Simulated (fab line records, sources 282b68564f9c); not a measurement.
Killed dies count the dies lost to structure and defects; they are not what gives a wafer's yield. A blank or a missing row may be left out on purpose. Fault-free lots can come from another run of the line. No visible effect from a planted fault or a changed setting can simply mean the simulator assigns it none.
fab line records | flow rit_cmos
[record] lots = 7 wafers = 21 last_day = 6
route steps=202 shown ACTIVE@1
lots that met no fault: taken from a fault-free run of the same line
start_h: start of the lot's first displayed wafer, in hours after the record's first day | wait_h: how many hours have passed since the lot's step before this one | " identical to the entry in the row above | L1.1+2: a row that stands for several wafers | - no value, or no start was given | * or withheld: withheld | < > ~ a bound
route shown NAME@n: names a module that has steps shown in the file, with the first one's number in the route | usual: mean/standard deviation taken from wafers without a fault | same: alike in all rows | chamber/n: place in a boat | sites: each site's reading | _std_site: how widely they spread, as a standard deviation | _edge_site: mean of outer sites minus mean of inner sites | radius_mm: for every site, how far away it sits from the centre of the wafer | mask NAME#n: copy n | behind: the last tool/chamber to shape the wafer | hold: what put the lot on hold/how long, in hours/how the hold closed | device: transistor that didn't switch, given as n, p or np | end of line: the route-end tests of the same wafers | a step without rows: its recipe alone | killed: dies lost to structure and defects at the first sort, not the wafer's yield | map: a wafer's dies, x killed, . not, _ none there
set.NAME: the run value of the setting; set.NAME@STEP: its run value at that earlier step | model.NAME: the simulator's own value behind a step, which no gauge read
a table for each step, a row for each wafer; lots at some steps of the route
services: when a tool's chamber went out of use (start_h, in hours from the record's first day, below 0 if earlier), for how many hours, and the reason
[[steps]]
[step RIT_ACTIVE_BOW_MEAS_00]
[recipe] mode = bow
[usual] INCOMING_BOW = 0/6.1
// columns lot.wafer tool chamber start_h wait_h INCOMING_BOW[um]
L334.2 film_metro-03 - 10.02 - -11
L334.3 " - " " 4
L334.6 " - " " -7
L335.1 film_metro-04 - 15.00 - 2
L335.3 " - " " -13
L335.5 " - " " 6
L344.1 film_metro-02 - 60.00 - -4
L344.2 " - " " -7
L344.3 " - " " -3
L345.1 film_metro-02 - 65.00 - -9
L345.3 " - " " 3
L345.6 " - " " 0
L346.2 film_metro-03 - 70.02 - 13
L346.3 " - " " 0
L346.6 " - " " -6
L347.1 film_metro-03 - 75.00 - -10
L347.4 " - " " -2
L347.6 " - " " -2
L348.1 film_metro-03 - 80.00 - -7
L348.5 " - " " -4
L348.6 " - " " 5
[step RIT_ACTIVE_OXIDATION_01]
[recipe] temp_c = 994.5 ambient = O2 target_thk_a = 468 ox_time_s = 3360
[usual] ox_temp_c = 994.5/0.46 ox_temp_c_max = 997.6/0.63 spike_tc_centre_C = 996.8/1.1
// columns lot.wafer tool chamber start_h wait_h ox_temp_c ox_temp_c_max spike_tc_centre_C
L334.2 furnace-04 0 11.04 1.0 995.0 998.2 997.0
L334.3 " 0 " " 995.2 998.1 996.1
L334.6 " 0 " " 994.8 998.0 994.3
L335.1 furnace-01 0 15.40 0.4 994.6 997.4 995.9
L335.3 " 0 " " 994.4 997.0 996.5
L335.5 " 0 " " 994.7 997.2 996.5
L344.1 furnace-01 - 60.38 0.4 - - -
L344.2 " - " " - - -
L344.3 " - " " - - -
L345.1 furnace-03 - 66.67 1.6 - - -
L345.3 " - " " - - -
L345.6 " - " " - - -
L346.2 furnace-03 - 70.12 0.1 - - -
L346.3 " - " " - - -
L346.6 " - " " - - -
L347.1 furnace-04 0 76.31 1.3 995.8 998.8 998.2
L347.4 " 0 " " 994.7 997.6 995.9
L347.6 " 0 " " 995.1 998.7 996.1
L348.1 furnace-04 0 80.88 0.9 994.1 996.6 996.7
L348.5 " 0 " " 994.1 996.5 996.3
L348.6 " 0 " " 994.3 997.3 996.5
[step RIT_ACTIVE_CVD_03]
[recipe] material = Si3N4 target_thk_nm = 150 temp_c = 810 precursor = SiH2Cl2/NH3 time_s = 1500 pressure_mtorr = 300 sih2cl2_flow_sccm = 60 nh3_flow_sccm = 150
[[services]]
// columns tool chamber start_h hours kind
furnace-04 - -12.74 2.6 pm
furnace-03 - -8.68 3.3 pm
furnace-03 - 35.74 7.0 pm
[[key]]
[first_sign] step = RIT_ACTIVE_OXIDATION_01 reading = tool_record direction = missing
effect none on later readings
met_at RIT_ACTIVE_OXIDATION_01
struck_wafers L344.1,L344.2,L344.3,L345.1,L345.3,L345.6,L346.2,L346.3,L346.6
later_rows_left_out L344.1,L344.2,L344.3,L345.1,L345.3,L345.6,L346.2,L346.3,L346.6
sort_left_out L344.1,L344.2,L344.3,L345.1,L345.3,L345.6,L346.2,L346.3,L346.6
tester_left_out L344,L345,L346
onset_between 15.40 60.38
[fault] kind = skipped_step_whole tool = furnace-01,furnace-03 chamber = - onset_h = 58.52 steps = RIT_ACTIVE_OXIDATION_01 scope = struck_lots_only
// tester_left_out: of these lots the tester's yield and bins aren't shown, on N5 and GAA mostly nor the transistor test; their killed dies are dies lost to structure and defects alone, not to doping, threshold or leakage, so they don't give the yield
// sort_left_out: the simulated sort isn't trusted on such a fault, so these wafers' sort isn't shown, and their yield isn't known
// later_rows_left_out: the simulator's readings of these wafers behind a module that went badly wrong aren't trusted and aren't shown, but for the sort
